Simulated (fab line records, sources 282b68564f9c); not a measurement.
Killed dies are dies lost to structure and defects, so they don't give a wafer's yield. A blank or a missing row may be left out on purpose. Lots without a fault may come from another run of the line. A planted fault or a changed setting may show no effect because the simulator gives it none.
fab line records | flow rit_cmos
record lots=7 wafers=21 last_day=6
route steps=202 shown ACTIVE@19 FOX1@20 FOX2@23 NWELL@28 M1@202
lots that met no fault: from a run of the same line without faults
start_h: hours from the record's first day to the start of the lot's first wafer shown | wait_h: hours since the lot's step before | " the same as in the row above | L1.1+2: a row that stands for several wafers | - no value, or no start given | * or withheld: withheld | < > ~ a bound
route shown NAME@n: a module of which the file shows steps, and the number in the route of the first | usual: mean/standard deviation of fault-free wafers | same: alike in all rows | chamber/n: place in a boat | sites: the reading at each site | _std_site: their standard deviation | _edge_site: outer sites' mean less inner sites' | radius_mm: how far each site lies from the wafer's centre | mask NAME#n: copy n | behind: the tool/chamber that last shaped the wafer | hold: why the lot was held/for how many hours/how that ended | device: the transistor (n, p or np) that didn't switch | end of line: the same wafers' tests at the end of the route | a step without rows: its recipe alone | killed: dies lost to structure and defects at the first sort, not the wafer's yield | map: a wafer's dies, x killed, . not, _ none there
set.NAME: the setting as run; set.NAME@STEP: as run at that earlier step | model.NAME: the simulator's own value behind a step, which no gauge read
lots at some steps of the route; a table a step, a row a wafer
services: from which hour (start_h, from the record's first day; less than 0 if before it) a tool's chamber was out of use, for how many hours, and why
## steps
# step RIT_ACTIVE_CLEAN_17
# recipe chemistry=SC2 mix=3:3:50 time_s=600 temp_c=75 dry=n2_spin
# step RIT_FOX1_OXIDATION_00
# recipe temp_c=1100 ambient=H2O target_thk_a=3507 p_h2o_torr=720 ox_time_s=1130
# step RIT_FOX1_THK_MEAS_01
# recipe reads=SiO2_of_FOX1_OXIDATION_00
# usual FOX1_OXIDE_THK=356/6.1
# columns lot.wafer tool chamber start_h wait_h FOX1_OXIDE_THK[nm]
L981.2 film_metro-03 - 32.66 0.0 339
L981.4 " - " " 340
L981.5 " - " " 340
L983.1 film_metro-04 - 41.82 0.0 360
L983.2 " - " " 361
L983.5 " - " " 363
L988.1 film_metro-04 - 67.65 0.0 356
L988.2 " - " " 352
L988.5 " - " " 349
L990.1 film_metro-01 - 77.54 0.0 354
L990.4 " - " " 357
L990.5 " - " " 356
L991.1 film_metro-04 - 81.82 0.0 358
L991.3 " - " " 352
L991.5 " - " " 355
L995.3 film_metro-04 - 102.13 0.0 363
L995.4 " - " " 361
L995.5 " - " " 362
L996.2 film_metro-03 - 106.83 0.0 352
L996.5 " - " " 349
L996.6 " - " " 352
# step RIT_FOX1_WET_ETCH_02
# recipe chemistry=BOE target_depth_nm=350 time_s=390 temp_c=21.5 dry=n2_spin dilution=10:1 target=SiO2
# step RIT_FOX2_OXIDATION_00
# recipe temp_c=1100 ambient=H2O target_thk_a=3507 p_h2o_torr=720 ox_time_s=1130
# step RIT_FOX2_THK_MEAS_01
# recipe reads=SiO2_of_FOX2_OXIDATION_00
# usual FOX2_OXIDE_THK=352/6.4
# columns lot.wafer tool chamber start_h wait_h FOX2_OXIDE_THK[nm]
L981.2 film_metro-04 - 34.15 0.0 339
L981.4 " - " " 338
L981.5 " - " " 341
L983.1 film_metro-02 - 43.37 0.0 346
L983.2 " - " " 346
L983.5 " - " " 343
L988.1 film_metro-04 - 69.14 0.0 368
L988.2 " - " " 357
L988.5 " - " " 364
L990.1 film_metro-01 - 79.03 0.0 353
L990.4 " - " " 365
L990.5 " - " " 364
L991.1 film_metro-02 - 83.44 0.1 352
L991.3 " - " " 349
L991.5 " - " " 348
L995.3 film_metro-04 - 103.63 0.0 345
L995.4 " - " " 343
L995.5 " - " " 347
L996.2 film_metro-02 - 108.32 0.0 353
L996.5 " - " " 352
L996.6 " - " " 349
# step RIT_FOX2_CLEAN_02
# recipe chemistry=dHF dilution=50:1 time_s=180
# step RIT_FOX2_WET_ETCH_03
# recipe chemistry=H3PO4 target=Si3N4 target_depth_nm=195 temp_c=165 time_s=2700
# step RIT_FOX2_THK_MEAS_90
# recipe reads=SiO2_of_FOX2_OXIDATION_00
# usual FIELD_OXIDE_LEFT_1_THK=325/6.4
# columns lot.wafer tool chamber start_h wait_h FIELD_OXIDE_LEFT_1_THK[nm]
L981.2 film_metro-04 - 35.03 0.0 310
L981.4 " - " " 310
L981.5 " - " " 313
L983.1 film_metro-01 - 44.24 0.0 319
L983.2 " - " " 318
L983.5 " - " " 316
L988.1 film_metro-02 - 70.02 0.0 341
L988.2 " - " " 330
L988.5 " - " " 337
L990.1 film_metro-01 - 79.91 0.0 326
L990.4 " - " " 338
L990.5 " - " " 337
L991.1 film_metro-02 - 84.32 0.0 324
L991.3 " - " " 322
L991.5 " - " " 321
L995.3 film_metro-04 - 104.75 0.0 317
L995.4 " - " " 315
L995.5 " - " " 319
L996.2 film_metro-01 - 109.37 0.0 326
L996.5 " - " " 324
L996.6 " - " " 321
# step RIT_NWELL_HMDS_00
# recipe prime_time_s=60 prime_temp_c=140
# step RIT_NWELL_COAT_01
# recipe resist=NOVOLAK spin_rpm=2000 resist_thk_nm=1300
# step RIT_NWELL_SOFTBAKE_02
# recipe resist=NOVOLAK temp_c=90 time_s=60
# step RIT_NWELL_EXPOSE_03
# recipe mask_id=M2 na=0.57 target_cd_nm=43900 dose_mj=250
# columns lot.wafer tool chamber start_h wait_h mask model.NWELL.overlay_x_nm
L981.2+4+5 iline_stepper-02 0 35.67 0.2 M2#0 -2.221
L983.1+2+5 iline_stepper-01 0 44.88 0.2 M2#0 -0.4779
L988.1+2+5 iline_stepper-02 0 70.65 0.2 M2#0 -149.5
L990.1+4+5 iline_stepper-02 0 80.55 0.2 M2#0 -149.9
L991.1+3+5 iline_stepper-02 0 84.83 0.1 M2#0 -150.4
L995.3+4+5 iline_stepper-01 0 105.28 0.1 M2#0 -0.4786
L996.2+5+6 iline_stepper-01 0 109.89 0.1 M2#0 0.3379
# step RIT_NWELL_PEB_04
# recipe resist=NOVOLAK temp_c=withheld time_s=withheld
# step RIT_NWELL_DEVELOP_05
# recipe resist=NOVOLAK develop_time_s=68 dev_temp_c=24.16
# step RIT_NWELL_OVL_MEAS_06
# usual NWELL_OVL=1.8/1.3
# columns lot.wafer tool chamber start_h wait_h NWELL_OVL[nm]
L981.2 overlay-01 - 36.09 - 0.1
L981.4 " - " " 0.9
L981.5 " - " " 0.0
L983.1 overlay-01 - 45.31 - -0.1
L983.2 " - " " 0.3
L983.5 " - " " 1.2
L988.1 overlay-01 - 71.08 - -145.9
L988.2 " - " " -147.3
L988.5 " - " " -147.0
L990.1 overlay-01 - 80.98 - -148.9
L990.4 " - " " -149.1
L990.5 " - " " -148.8
L991.1 overlay-01 - 85.26 - -148.5
L991.3 " - " " -147.1
L991.5 " - " " -148.6
L995.3 overlay-02 - 105.68 - 1.8
L995.4 " - " " 1.0
L995.5 " - " " 1.8
L996.2 overlay-02 - 110.31 - 2.8
L996.5 " - " " 3.4
L996.6 " - " " 1.6
# step RIT_NWELL_HARDBAKE_07
# recipe resist=NOVOLAK temp_c=140 time_s=120
# step RIT_M1_PROBE_99
# usual killed_at_M0_to_M3=0.0/0.16 killed_at_contacts=0.1/0.25 killed_at_front_end=7/3.1 killed_dies=7/3.1 killed_open=3.6/2 killed_short=3.5/2
# same gross_dies=264 killed_at_M4_up=0 killed_at_back_side=0 killed_at_other=0
# columns lot.wafer tool chamber start_h wait_h killed_at_M0_to_M3 killed_at_contacts killed_at_front_end killed_dies killed_open killed_short model.etest.well_edge_right.line_ohm_um model.etest.well_edge_left.line_ohm_um
L981.2 prober-01 - 73.49 0.1 1 0 4 5 1 4 181.4 180.6
L981.4 prober-01 - 73.59 0.2 0 0 7 7 4 3 182.4 182.9
L981.5 prober-01 - 73.64 0.2 0 0 11 11 5 6 181.5 180.9
L983.1 prober-01 - 83.44 0.1 0 0 10 10 6 4 184.5 182
L983.2 prober-01 - 83.49 0.1 0 0 11 11 8 3 182.5 182.2
L983.5 prober-01 - 83.64 0.2 0 0 7 7 4 3 183.4 182.7
L988.1 prober-02 - 107.30 0.1 0 0 7 7 4 3 190.9 174.1
L988.2 prober-02 - 107.35 0.1 0 0 7 7 3 4 187.7 173.9
L988.5 prober-02 - 107.50 0.2 0 0 7 7 3 4 191.7 175.2
L990.1 prober-02 - 117.61 0.1 0 0 3 3 2 1 189 176.1
L990.4 prober-02 - 117.76 0.2 0 0 2 2 0 2 188.9 175
L990.5 prober-02 - 117.81 0.2 0 0 10 10 3 7 188.9 176.5
L991.1 prober-01 - 123.13 0.1 0 0 12 12 6 6 191.4 173.6
L991.3 prober-01 - 123.23 0.2 0 0 8 8 3 5 190.9 177.5
L991.5 prober-01 - 123.33 0.2 0 0 8 8 4 4 191.1 177.5
L995.3 prober-01 - 142.82 0.2 0 0 9 9 7 2 181.7 185.5
L995.4 prober-01 - 142.87 0.2 0 0 5 5 3 2 182.8 183.6
L995.5 prober-01 - 142.92 0.2 0 0 10 10 5 5 181.2 179.2
L996.2 prober-02 - 149.90 0.1 0 0 2 2 2 0 182.3 183.3
L996.5 prober-02 - 150.05 0.2 0 0 11 11 6 5 184.1 183.7
L996.6 prober-02 - 150.10 0.2 0 1 8 9 6 3 183.3 179.7
# killed by level:class
L981.2 SPACER:geometric_particle:short=2 REOX:geometric_particle:short=1 SILICIDE:geometric_particle:short=1 M1:geometric_particle:open=1
L981.4 GATE:geometric_particle:open=2 FOX1:geometric_particle:short=1 REOX:geometric_particle:short=1 SPACER:geometric_particle:open=1 SILICIDE:geometric_particle:open=1 SILICIDE:geometric_particle:short=1
L981.5 GATE:geometric_particle:open=2 REOX:geometric_particle:short=2 SPACER:geometric_particle:short=2 FOX1:geometric_particle:open=1 GATE:geometric_particle:short=1 REOX:geometric_particle:open=1 SPACER:geometric_particle:open=1 SILICIDE:geometric_particle:short=1
L983.1 FOX1:geometric_particle:short=2 GATE:geometric_particle:open=2 FOX1:geometric_particle:open=1 FOX2:geometric_particle:open=1 GATE:geometric_particle:short=1 REOX:geometric_particle:open=1 REOX:geometric_particle:short=1 SILICIDE:geometric_particle:open=1
L983.2 REOX:geometric_particle:open=3 GATE:geometric_particle:open=2 FOX1:geometric_particle:open=1 FOX2:geometric_particle:open=1 REOX:geometric_particle:short=1 SPACER:geometric_particle:short=1 SILICIDE:geometric_particle:short=1 SILICIDE:geometric_particle:open=1
L983.5 GATE:geometric_particle:short=2 REOX:geometric_particle:open=2 FOX1:geometric_particle:open=1 SPACER:geometric_particle:short=1 SILICIDE:geometric_particle:open=1
L988.1 FOX1:geometric_particle:short=2 FOX2:geometric_particle:open=1 GATE:geometric_particle:open=1 REOX:geometric_particle:short=1 REOX:geometric_particle:open=1 SILICIDE:geometric_particle:open=1
L988.2 SILICIDE:geometric_particle:open=2 FOX1:geometric_particle:open=1 FOX2:geometric_particle:short=1 GATE:geometric_particle:short=1 REOX:geometric_particle:short=1 SILICIDE:geometric_particle:short=1
L988.5 GATE:geometric_particle:short=2 FOX1:geometric_particle:short=1 GATE:geometric_particle:open=1 REOX:geometric_particle:open=1 SPACER:geometric_particle:short=1 SILICIDE:geometric_particle:open=1
L990.1 REOX:geometric_particle:open=2 SILICIDE:geometric_particle:short=1
L990.4 GATE:geometric_particle:short=1 SILICIDE:geometric_particle:short=1
L990.5 FOX1:geometric_particle:short=4 FOX1:geometric_particle:open=1 FOX2:geometric_particle:short=1 FOX2:geometric_particle:open=1 GATE:geometric_particle:short=1 REOX:geometric_particle:open=1 SILICIDE:geometric_particle:short=1
L991.1 FOX2:geometric_particle:short=3 GATE:geometric_particle:open=3 GATE:geometric_particle:short=2 FOX1:geometric_particle:short=1 FOX2:geometric_particle:open=1 SPACER:geometric_particle:open=1 SILICIDE:geometric_particle:open=1
L991.3 ACTIVE:geometric_particle:short=1 FOX1:geometric_particle:short=1 GATE:geometric_particle:open=1 GATE:geometric_particle:short=1 REOX:geometric_particle:short=1 SPACER:geometric_particle:open=1 SILICIDE:geometric_particle:open=1 SILICIDE:geometric_particle:short=1
L991.5 GATE:geometric_particle:open=2 FOX1:geometric_particle:short=1 FOX2:geometric_particle:short=1 FOX2:geometric_particle:open=1 REOX:geometric_particle:short=1 SPACER:geometric_particle:open=1 SILICIDE:geometric_particle:short=1
L995.3 REOX:geometric_particle:open=3 GATE:geometric_particle:open=2 FOX1:geometric_particle:open=1 GATE:geometric_particle:short=1 SPACER:geometric_particle:short=1 SILICIDE:geometric_particle:open=1
L995.4 GATE:geometric_particle:open=2 FOX1:geometric_particle:open=1 FOX2:geometric_particle:short=1 GATE:geometric_particle:short=1
L995.5 REOX:geometric_particle:open=2 GATE:geometric_particle:short=2 REOX:geometric_particle:short=2 SPACER:geometric_particle:open=2 SILICIDE:geometric_particle:open=1 SILICIDE:geometric_particle:short=1
L996.2 GATE:geometric_particle:open=2
L996.5 GATE:geometric_particle:short=4 GATE:geometric_particle:open=3 REOX:geometric_particle:open=2 FOX1:geometric_particle:open=1 REOX:geometric_particle:short=1
L996.6 REOX:geometric_particle:open=4 GATE:geometric_particle:open=1 REOX:geometric_particle:short=1 SILICIDE:geometric_particle:open=1 SILICIDE:geometric_particle:short=1 CONTACT:geometric_particle:short=1
## services
# columns tool chamber start_h hours kind
iline_stepper-02 - 96.81 14.0 repair
## key
first_sign step=RIT_NWELL_OVL_MEAS_06 reading=NWELL_OVL direction=down sigmas=99+ usual=1.8 struck=-147.9
effect none on later readings
model_effect step=RIT_NWELL_EXPOSE_03 value=NWELL.overlay_x_nm without=0.0638 struck=-149.9
model_effect step=RIT_M1_PROBE_99 value=etest.well_edge_right.line_ohm_um without=181.8 struck=190.1
met_at RIT_NWELL_EXPOSE_03
struck_wafers L988.1,L988.2,L988.5,L990.1,L990.4,L990.5,L991.1,L991.3,L991.5
tester_left_out L988,L990,L991
onset_between 35.67 70.65
fault kind=scanner_matching_overlay tool=iline_stepper-02 chamber=- onset_h=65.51 steps=RIT_NWELL_EXPOSE_03 offset=-150
# tester_left_out: of these lots the tester's yield and bins aren't shown, on N5 and GAA mostly nor the transistor test; their killed dies are dies lost to structure and defects alone, not to doping, threshold or leakage, so they don't give the yield
